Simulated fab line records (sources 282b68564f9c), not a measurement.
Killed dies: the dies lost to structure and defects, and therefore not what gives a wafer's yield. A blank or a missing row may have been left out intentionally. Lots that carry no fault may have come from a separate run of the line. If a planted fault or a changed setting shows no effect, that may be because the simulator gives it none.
fab line records / flow rit-cmos
record lots=5 wafers=23
route steps=202 shown M1@200
start-h: start of the lot's first displayed wafer, in hours after the record's first day / wait-h: how many hours have passed since the lot's step before this one / " repeats the value in the row above / L1.1+2: a single row standing in for several wafers / - no value, or no start given / * or withheld: withheld / < > ~ a bound
route shown NAME@n: NAME is a module with steps in the file, n the number in the route of the first one / usual: average and standard deviation across the fault-free wafers / same: alike in all rows / chamber/n: place in a boat / sites: the reading at each site / _std_site: their standard deviation / _edge_site: inner sites' mean taken away from outer sites' mean / radius-mm: for every site, how far away it sits from the centre of the wafer / mask NAME#n: copy n / behind: the most recent tool/chamber to have shaped the wafer / hold: what put the lot on hold/how long, in hours/how the hold closed / device: which transistor (n, p or np) failed to switch / end of line: at the end of the route, the tests of the same wafers / a step given without rows: its recipe and nothing more / killed: the dies lost at the first sort to structure and to defects; this is not the yield of the wafer / map: per-die view of a wafer (x killed, . not killed, _ where there is no die)
set.NAME: setting as actually run; set.NAME@STEP: the setting as run at that earlier step / model.NAME: the simulator's own value behind a step, which no gauge read
lots where settings were altered on purpose, with a table for each step and a row for each wafer
## steps
# step RIT_M1_ANNEAL_15
# recipe temp-c=450 time-s=1800 ambient=forming_gas_H2N2
lot.wafer=L076.1+2+6 tool=furnace-02 chamber=0 start-h=70.16 wait-h=0.1 set.temp-c=450
lot.wafer=L077.2+3+4+5+6 tool=- chamber=- start-h=- wait-h=0.1 set.temp-c=438.6
lot.wafer=L079.2+3+4+5+6 tool=- chamber=- start-h=- wait-h=0.1 set.temp-c=443.8
lot.wafer=L080.1+2+4+5+6 tool=- chamber=- start-h=- wait-h=0.1 set.temp-c=455.4
lot.wafer=L084.1+2+3+4+5 tool=- chamber=- start-h=- wait-h=0.1 set.temp-c=450
# step RIT_M1_PROBE_99
# usual killed-at-contacts=0.1/0.38 killed-at-front-end=6.1/2.8 killed-dies=6.3/2.8 killed-open=3.2/2 killed-short=3.1/1.7
# same gross-dies=264 killed_at_M0_to_M3=0 killed_at_M4_up=0 killed-at-back-side=0 killed-at-other=0
lot.wafer=L076.1 tool=prober-01 chamber=- start-h=71.78 wait-h=0.1 set.temp-c@GATE_OXIDATION_05=900 set.dev-temp-c@GATE_DEVELOP_15=23 set.time-s@SILICIDE_SPUTTER_01=240 killed-at-contacts=0 killed-at-front-end=1 killed-dies=1 killed-open=0 killed-short=1 model.etest.pmos_0p15.r-on-ohm-um=2915 model.etest.pmos-turned.r-on-ohm-um=3721 model.etest.pmos_0p3.r-on-ohm-um=6505 model.etest.nmos_0p3.r-on-ohm-um=2177 model.etest.nmos_0p15.r-on-ohm-um=1152 model.etest.nmos_0p15.drive-ua-um=463.5 model.etest.pmos_0p15.drive-ua-um=242.9
lot.wafer=L076.2 tool=prober-01 chamber=- start-h=71.83 wait-h=0.1 set.temp-c@GATE_OXIDATION_05=900 set.dev-temp-c@GATE_DEVELOP_15=23 set.time-s@SILICIDE_SPUTTER_01=240 killed-at-contacts=1 killed-at-front-end=7 killed-dies=8 killed-open=1 killed-short=7 model.etest.pmos_0p15.r-on-ohm-um=2951 model.etest.pmos-turned.r-on-ohm-um=3636 model.etest.pmos_0p3.r-on-ohm-um=6506 model.etest.nmos_0p3.r-on-ohm-um=2199 model.etest.nmos_0p15.r-on-ohm-um=1160 model.etest.nmos_0p15.drive-ua-um=451.8 model.etest.pmos_0p15.drive-ua-um=239.2
lot.wafer=L076.6 tool=prober-01 chamber=- start-h=72.03 wait-h=0.2 set.temp-c@GATE_OXIDATION_05=900 set.dev-temp-c@GATE_DEVELOP_15=23 set.time-s@SILICIDE_SPUTTER_01=240 killed-at-contacts=0 killed-at-front-end=7 killed-dies=7 killed-open=3 killed-short=4 model.etest.pmos_0p15.r-on-ohm-um=2926 model.etest.pmos-turned.r-on-ohm-um=3679 model.etest.pmos_0p3.r-on-ohm-um=6538 model.etest.nmos_0p3.r-on-ohm-um=2199 model.etest.nmos_0p15.r-on-ohm-um=1161 model.etest.nmos_0p15.drive-ua-um=461.7 model.etest.pmos_0p15.drive-ua-um=241.1
lot.wafer=L077.2 tool=prober-02 chamber=- start-h=77.15 wait-h=0.1 set.temp-c@GATE_OXIDATION_05=916.7 set.dev-temp-c@GATE_DEVELOP_15=21.83 set.time-s@SILICIDE_SPUTTER_01=240 killed-at-contacts=0 killed-at-front-end=8 killed-dies=8 killed-open=2 killed-short=6 model.etest.pmos_0p15.r-on-ohm-um=2937 model.etest.pmos-turned.r-on-ohm-um=3713 model.etest.pmos_0p3.r-on-ohm-um=7182 model.etest.nmos_0p3.r-on-ohm-um=2408 model.etest.nmos_0p15.r-on-ohm-um=1159 model.etest.nmos_0p15.drive-ua-um=418.6 model.etest.pmos_0p15.drive-ua-um=226.7
lot.wafer=L077.3 tool=prober-02 chamber=- start-h=77.20 wait-h=0.2 set.temp-c@GATE_OXIDATION_05=916.7 set.dev-temp-c@GATE_DEVELOP_15=23 set.time-s@SILICIDE_SPUTTER_01=228.6 killed-at-contacts=0 killed-at-front-end=8 killed-dies=8 killed-open=5 killed-short=3 model.etest.pmos_0p15.r-on-ohm-um=3213 model.etest.pmos-turned.r-on-ohm-um=3986 model.etest.pmos_0p3.r-on-ohm-um=7363 model.etest.nmos_0p3.r-on-ohm-um=2502 model.etest.nmos_0p15.r-on-ohm-um=1257 model.etest.nmos_0p15.drive-ua-um=380.6 model.etest.pmos_0p15.drive-ua-um=206.7
lot.wafer=L077.4 tool=prober-02 chamber=- start-h=77.25 wait-h=0.2 set.temp-c@GATE_OXIDATION_05=916.7 set.dev-temp-c@GATE_DEVELOP_15=23 set.time-s@SILICIDE_SPUTTER_01=228.6 killed-at-contacts=0 killed-at-front-end=6 killed-dies=6 killed-open=2 killed-short=4 model.etest.pmos_0p15.r-on-ohm-um=3278 model.etest.pmos-turned.r-on-ohm-um=4027 model.etest.pmos_0p3.r-on-ohm-um=7540 model.etest.nmos_0p3.r-on-ohm-um=2509 model.etest.nmos_0p15.r-on-ohm-um=1233 model.etest.nmos_0p15.drive-ua-um=383.7 model.etest.pmos_0p15.drive-ua-um=201.9
lot.wafer=L077.5 tool=prober-02 chamber=- start-h=77.30 wait-h=0.2 set.temp-c@GATE_OXIDATION_05=916.7 set.dev-temp-c@GATE_DEVELOP_15=23 set.time-s@SILICIDE_SPUTTER_01=228.6 killed-at-contacts=28 killed-at-front-end=2 killed-dies=30 killed-open=1 killed-short=1 model.etest.pmos_0p15.r-on-ohm-um=3189 model.etest.pmos-turned.r-on-ohm-um=4005 model.etest.pmos_0p3.r-on-ohm-um=7349 model.etest.nmos_0p3.r-on-ohm-um=2489 model.etest.nmos_0p15.r-on-ohm-um=1236 model.etest.nmos_0p15.drive-ua-um=386.4 model.etest.pmos_0p15.drive-ua-um=206.9
lot.wafer=L077.6 tool=prober-02 chamber=- start-h=77.35 wait-h=0.2 set.temp-c@GATE_OXIDATION_05=916.7 set.dev-temp-c@GATE_DEVELOP_15=21.83 set.time-s@SILICIDE_SPUTTER_01=240 killed-at-contacts=0 killed-at-front-end=8 killed-dies=8 killed-open=5 killed-short=3 model.etest.pmos_0p15.r-on-ohm-um=2909 model.etest.pmos-turned.r-on-ohm-um=3646 model.etest.pmos_0p3.r-on-ohm-um=7088 model.etest.nmos_0p3.r-on-ohm-um=2397 model.etest.nmos_0p15.r-on-ohm-um=1154 model.etest.nmos_0p15.drive-ua-um=426.3 model.etest.pmos_0p15.drive-ua-um=231
lot.wafer=L079.2 tool=prober-02 chamber=- start-h=85.50 wait-h=0.1 set.temp-c@GATE_OXIDATION_05=900 set.dev-temp-c@GATE_DEVELOP_15=23 set.time-s@SILICIDE_SPUTTER_01=240 killed-at-contacts=2 killed-at-front-end=3 killed-dies=5 killed-open=4 killed-short=1 model.etest.pmos_0p15.r-on-ohm-um=2792 model.etest.pmos-turned.r-on-ohm-um=3493 model.etest.pmos_0p3.r-on-ohm-um=6289 model.etest.nmos_0p3.r-on-ohm-um=2148 model.etest.nmos_0p15.r-on-ohm-um=1138 model.etest.nmos_0p15.drive-ua-um=470.7 model.etest.pmos_0p15.drive-ua-um=256.5
lot.wafer=L079.3 tool=prober-02 chamber=- start-h=85.55 wait-h=0.2 set.temp-c@GATE_OXIDATION_05=900 set.dev-temp-c@GATE_DEVELOP_15=23 set.time-s@SILICIDE_SPUTTER_01=269.7 killed-at-contacts=0 killed-at-front-end=0 killed-dies=0 killed-open=0 killed-short=0 model.etest.pmos_0p15.r-on-ohm-um=2736 model.etest.pmos-turned.r-on-ohm-um=3373 model.etest.pmos_0p3.r-on-ohm-um=6328 model.etest.nmos_0p3.r-on-ohm-um=2146 model.etest.nmos_0p15.r-on-ohm-um=1131 model.etest.nmos_0p15.drive-ua-um=481 model.etest.pmos_0p15.drive-ua-um=262.3
lot.wafer=L079.4 tool=prober-02 chamber=- start-h=85.60 wait-h=0.2 set.temp-c@GATE_OXIDATION_05=900 set.dev-temp-c@GATE_DEVELOP_15=20.25 set.time-s@SILICIDE_SPUTTER_01=269.7 killed-at-contacts=0 killed-at-front-end=5 killed-dies=5 killed-open=0 killed-short=2 model.etest.pmos_0p15.r-on-ohm-um=2435 model.etest.pmos-turned.r-on-ohm-um=3125 model.etest.pmos_0p3.r-on-ohm-um=5889 model.etest.nmos_0p3.r-on-ohm-um=2053 model.etest.nmos_0p15.r-on-ohm-um=1056 model.etest.nmos_0p15.drive-ua-um=553.5 model.etest.pmos_0p15.drive-ua-um=306.5
lot.wafer=L079.5 tool=prober-02 chamber=- start-h=85.65 wait-h=0.2 set.temp-c@GATE_OXIDATION_05=900 set.dev-temp-c@GATE_DEVELOP_15=23 set.time-s@SILICIDE_SPUTTER_01=240 killed-at-contacts=1 killed-at-front-end=5 killed-dies=6 killed-open=4 killed-short=2 model.etest.pmos_0p15.r-on-ohm-um=2706 model.etest.pmos-turned.r-on-ohm-um=3340 model.etest.pmos_0p3.r-on-ohm-um=6250 model.etest.nmos_0p3.r-on-ohm-um=2136 model.etest.nmos_0p15.r-on-ohm-um=1108 model.etest.nmos_0p15.drive-ua-um=486.3 model.etest.pmos_0p15.drive-ua-um=264.1
lot.wafer=L079.6 tool=prober-02 chamber=- start-h=85.70 wait-h=0.2 set.temp-c@GATE_OXIDATION_05=900 set.dev-temp-c@GATE_DEVELOP_15=20.25 set.time-s@SILICIDE_SPUTTER_01=240 killed-at-contacts=0 killed-at-front-end=9 killed-dies=9 killed-open=0 killed-short=3 model.etest.pmos_0p15.r-on-ohm-um=2326 model.etest.pmos-turned.r-on-ohm-um=2999 model.etest.pmos_0p3.r-on-ohm-um=5871 model.etest.nmos_0p3.r-on-ohm-um=2042 model.etest.nmos_0p15.r-on-ohm-um=1013 model.etest.nmos_0p15.drive-ua-um=577.6 model.etest.pmos_0p15.drive-ua-um=318.1
lot.wafer=L080.1 tool=prober-01 chamber=- start-h=94.58 wait-h=0.1 set.temp-c@GATE_OXIDATION_05=888.2 set.dev-temp-c@GATE_DEVELOP_15=23 set.time-s@SILICIDE_SPUTTER_01=240 killed-at-contacts=0 killed-at-front-end=7 killed-dies=7 killed-open=4 killed-short=2 model.etest.pmos_0p15.r-on-ohm-um=2626 model.etest.pmos-turned.r-on-ohm-um=3233 model.etest.pmos_0p3.r-on-ohm-um=5713 model.etest.nmos_0p3.r-on-ohm-um=2013 model.etest.nmos_0p15.r-on-ohm-um=1094 model.etest.nmos_0p15.drive-ua-um=508.3 model.etest.pmos_0p15.drive-ua-um=283
lot.wafer=L080.2 tool=prober-01 chamber=- start-h=94.63 wait-h=0.1 set.temp-c@GATE_OXIDATION_05=888.2 set.dev-temp-c@GATE_DEVELOP_15=22.05 set.time-s@SILICIDE_SPUTTER_01=240 killed-at-contacts=0 killed-at-front-end=4 killed-dies=4 killed-open=2 killed-short=2 model.etest.pmos_0p15.r-on-ohm-um=2437 model.etest.pmos-turned.r-on-ohm-um=3050 model.etest.pmos_0p3.r-on-ohm-um=5562 model.etest.nmos_0p3.r-on-ohm-um=1975 model.etest.nmos_0p15.r-on-ohm-um=1034 model.etest.nmos_0p15.drive-ua-um=526.2 model.etest.pmos_0p15.drive-ua-um=301.1
lot.wafer=L080.4 tool=prober-01 chamber=- start-h=94.73 wait-h=0.2 set.temp-c@GATE_OXIDATION_05=888.2 set.dev-temp-c@GATE_DEVELOP_15=22.05 set.time-s@SILICIDE_SPUTTER_01=240 killed-at-contacts=0 killed-at-front-end=5 killed-dies=5 killed-open=2 killed-short=3 model.etest.pmos_0p15.r-on-ohm-um=2538 model.etest.pmos-turned.r-on-ohm-um=3184 model.etest.pmos_0p3.r-on-ohm-um=5681 model.etest.nmos_0p3.r-on-ohm-um=2022 model.etest.nmos_0p15.r-on-ohm-um=1075 model.etest.nmos_0p15.drive-ua-um=518.4 model.etest.pmos_0p15.drive-ua-um=289.8
lot.wafer=L080.5 tool=prober-01 chamber=- start-h=94.78 wait-h=0.2 set.temp-c@GATE_OXIDATION_05=888.2 set.dev-temp-c@GATE_DEVELOP_15=23 set.time-s@SILICIDE_SPUTTER_01=240 killed-at-contacts=0 killed-at-front-end=7 killed-dies=7 killed-open=6 killed-short=1 model.etest.pmos_0p15.r-on-ohm-um=2609 model.etest.pmos-turned.r-on-ohm-um=3189 model.etest.pmos_0p3.r-on-ohm-um=5638 model.etest.nmos_0p3.r-on-ohm-um=2019 model.etest.nmos_0p15.r-on-ohm-um=1097 model.etest.nmos_0p15.drive-ua-um=498.4 model.etest.pmos_0p15.drive-ua-um=285.2
lot.wafer=L080.6 tool=prober-01 chamber=- start-h=94.83 wait-h=0.2 set.temp-c@GATE_OXIDATION_05=888.2 set.dev-temp-c@GATE_DEVELOP_15=22.05 set.time-s@SILICIDE_SPUTTER_01=240 killed-at-contacts=0 killed-at-front-end=5 killed-dies=5 killed-open=3 killed-short=2 model.etest.pmos_0p15.r-on-ohm-um=2502 model.etest.pmos-turned.r-on-ohm-um=3126 model.etest.pmos_0p3.r-on-ohm-um=5614 model.etest.nmos_0p3.r-on-ohm-um=2009 model.etest.nmos_0p15.r-on-ohm-um=1079 model.etest.nmos_0p15.drive-ua-um=514.6 model.etest.pmos_0p15.drive-ua-um=296.8
lot.wafer=L084.1 tool=prober-01 chamber=- start-h=118.21 wait-h=0.1 set.temp-c@GATE_OXIDATION_05=875.9 set.dev-temp-c@GATE_DEVELOP_15=23 set.time-s@SILICIDE_SPUTTER_01=211.8 killed-at-contacts=0 killed-at-front-end=6 killed-dies=6 killed-open=3 killed-short=3 model.etest.pmos_0p15.r-on-ohm-um=- model.etest.pmos-turned.r-on-ohm-um=- model.etest.pmos_0p3.r-on-ohm-um=- model.etest.nmos_0p3.r-on-ohm-um=- model.etest.nmos_0p15.r-on-ohm-um=- model.etest.nmos_0p15.drive-ua-um=- model.etest.pmos_0p15.drive-ua-um=-
lot.wafer=L084.2 tool=prober-01 chamber=- start-h=118.26 wait-h=0.1 set.temp-c@GATE_OXIDATION_05=875.9 set.dev-temp-c@GATE_DEVELOP_15=26.55 set.time-s@SILICIDE_SPUTTER_01=240 killed-at-contacts=0 killed-at-front-end=61 killed-dies=61 killed-open=1 killed-short=3 model.etest.pmos_0p15.r-on-ohm-um=- model.etest.pmos-turned.r-on-ohm-um=- model.etest.pmos_0p3.r-on-ohm-um=- model.etest.nmos_0p3.r-on-ohm-um=- model.etest.nmos_0p15.r-on-ohm-um=- model.etest.nmos_0p15.drive-ua-um=- model.etest.pmos_0p15.drive-ua-um=-
lot.wafer=L084.3 tool=prober-01 chamber=- start-h=118.31 wait-h=0.2 set.temp-c@GATE_OXIDATION_05=875.9 set.dev-temp-c@GATE_DEVELOP_15=23 set.time-s@SILICIDE_SPUTTER_01=211.8 killed-at-contacts=0 killed-at-front-end=7 killed-dies=7 killed-open=2 killed-short=5 model.etest.pmos_0p15.r-on-ohm-um=- model.etest.pmos-turned.r-on-ohm-um=- model.etest.pmos_0p3.r-on-ohm-um=- model.etest.nmos_0p3.r-on-ohm-um=- model.etest.nmos_0p15.r-on-ohm-um=- model.etest.nmos_0p15.drive-ua-um=- model.etest.pmos_0p15.drive-ua-um=-
lot.wafer=L084.4 tool=prober-01 chamber=- start-h=118.36 wait-h=0.2 set.temp-c@GATE_OXIDATION_05=875.9 set.dev-temp-c@GATE_DEVELOP_15=26.55 set.time-s@SILICIDE_SPUTTER_01=240 killed-at-contacts=0 killed-at-front-end=67 killed-dies=67 killed-open=1 killed-short=6 model.etest.pmos_0p15.r-on-ohm-um=- model.etest.pmos-turned.r-on-ohm-um=- model.etest.pmos_0p3.r-on-ohm-um=- model.etest.nmos_0p3.r-on-ohm-um=- model.etest.nmos_0p15.r-on-ohm-um=- model.etest.nmos_0p15.drive-ua-um=- model.etest.pmos_0p15.drive-ua-um=-
lot.wafer=L084.5 tool=prober-01 chamber=- start-h=118.41 wait-h=0.2 set.temp-c@GATE_OXIDATION_05=875.9 set.dev-temp-c@GATE_DEVELOP_15=23 set.time-s@SILICIDE_SPUTTER_01=211.8 killed-at-contacts=0 killed-at-front-end=3 killed-dies=3 killed-open=1 killed-short=2 model.etest.pmos_0p15.r-on-ohm-um=- model.etest.pmos-turned.r-on-ohm-um=- model.etest.pmos_0p3.r-on-ohm-um=- model.etest.nmos_0p3.r-on-ohm-um=- model.etest.nmos_0p15.r-on-ohm-um=- model.etest.nmos_0p15.drive-ua-um=- model.etest.pmos_0p15.drive-ua-um=-
# killed by level:class
L076.1 SPACER:geometric-particle:short=1
L076.2 GATE:geometric-particle:short=4 FOX2:geometric-particle:short=1 GATE:geometric-particle:open=1 SPACER:geometric-particle:short=1 CONTACT:geometric-particle:short=1
L076.6 REOX:geometric-particle:short=2 FOX1:geometric-particle:open=1 FOX2:geometric-particle:open=1 GATE:geometric-particle:open=1 GATE:geometric-particle:short=1 SPACER:geometric-particle:short=1
L077.2 FOX1:geometric-particle:short=2 FOX1:geometric-particle:open=1 FOX2:geometric-particle:short=1 REOX:geometric-particle:open=1 REOX:geometric-particle:short=1 SPACER:geometric-particle:short=1 SILICIDE:geometric-particle:short=1
L077.3 GATE:geometric-particle:open=2 GATE:geometric-particle:short=1 REOX:geometric-particle:open=1 REOX:geometric-particle:short=1 SPACER:geometric-particle:short=1 SPACER:geometric-particle:open=1 SILICIDE:geometric-particle:open=1
L077.4 SPACER:geometric-particle:short=3 GATE:geometric-particle:short=1 GATE:geometric-particle:open=1 SILICIDE:geometric-particle:open=1
L077.5 CONTACT:area-etch=28 FOX2:geometric-particle:short=1 GATE:geometric-particle:open=1
L077.6 FOX1:geometric-particle:short=2 GATE:geometric-particle:open=2 SPACER:geometric-particle:open=2 FOX2:geometric-particle:open=1 FOX2:geometric-particle:short=1
L079.2 CONTACT:geometric-particle:open=2 FOX2:geometric-particle:short=1 FOX2:geometric-particle:open=1 SPACER:geometric-particle:open=1
L079.3
L079.4 GATE:area-develop=3 GATE:geometric-particle:short=1 REOX:geometric-particle:short=1
L079.5 FOX1:geometric-particle:open=1 GATE:geometric-particle:open=1 REOX:geometric-particle:open=1 REOX:geometric-particle:short=1 SPACER:geometric-particle:open=1 CONTACT:geometric-particle:short=1
L079.6 GATE:area-develop=6 GATE:geometric-particle:short=1 REOX:geometric-particle:short=1 SPACER:geometric-particle:short=1
L080.1 GATE:geometric-particle:open=4 GATE:geometric-particle:short=1 REOX:geometric-particle:short=1 ACTIVE:coat-microbubble-printed=1
L080.2 FOX1:geometric-particle:short=1 GATE:geometric-particle:open=1 REOX:geometric-particle:open=1 SILICIDE:geometric-particle:short=1
L080.4 GATE:geometric-particle:short=2 SILICIDE:geometric-particle:open=2 SILICIDE:geometric-particle:short=1
L080.5 GATE:geometric-particle:open=2 SILICIDE:geometric-particle:open=2 REOX:geometric-particle:open=1 SPACER:geometric-particle:open=1 SPACER:geometric-particle:short=1
L080.6 REOX:geometric-particle:open=2 REOX:geometric-particle:short=1 SPACER:geometric-particle:open=1 SILICIDE:geometric-particle:short=1
L084.1 GATE:geometric-particle:open=2 FOX1:geometric-particle:short=1 FOX1:geometric-particle:open=1 SPACER:geometric-particle:short=1 SILICIDE:geometric-particle:short=1
L084.2 GATE:area-develop=57 FOX1:geometric-particle:short=1 GATE:geometric-particle:short=1 GATE:geometric-particle:open=1 SILICIDE:geometric-particle:short=1
L084.3 GATE:geometric-particle:short=2 FOX2:geometric-particle:open=1 FOX2:geometric-particle:short=1 GATE:geometric-particle:open=1 REOX:geometric-particle:short=1 SILICIDE:geometric-particle:short=1
L084.4 GATE:area-develop=60 SPACER:geometric-particle:short=2 FOX2:geometric-particle:short=1 GATE:geometric-particle:open=1 GATE:geometric-particle:short=1 REOX:geometric-particle:short=1 SILICIDE:geometric-particle:short=1
L084.5 FOX1:geometric-particle:short=2 REOX:geometric-particle:open=1
## key
split step=RIT_M1_ANNEAL_15 setting=temp-c stated=450 by=lot
response none clear
split outside-this-file step=RIT_GATE_OXIDATION_05 setting=temp-c
split outside-this-file step=RIT_GATE_DEVELOP_15 setting=dev-temp-c
split outside-this-file step=RIT_SILICIDE_SPUTTER_01 setting=time-s
# split outside-this-file: this setting was split too, and the file shows its column; the key of that split is in another file
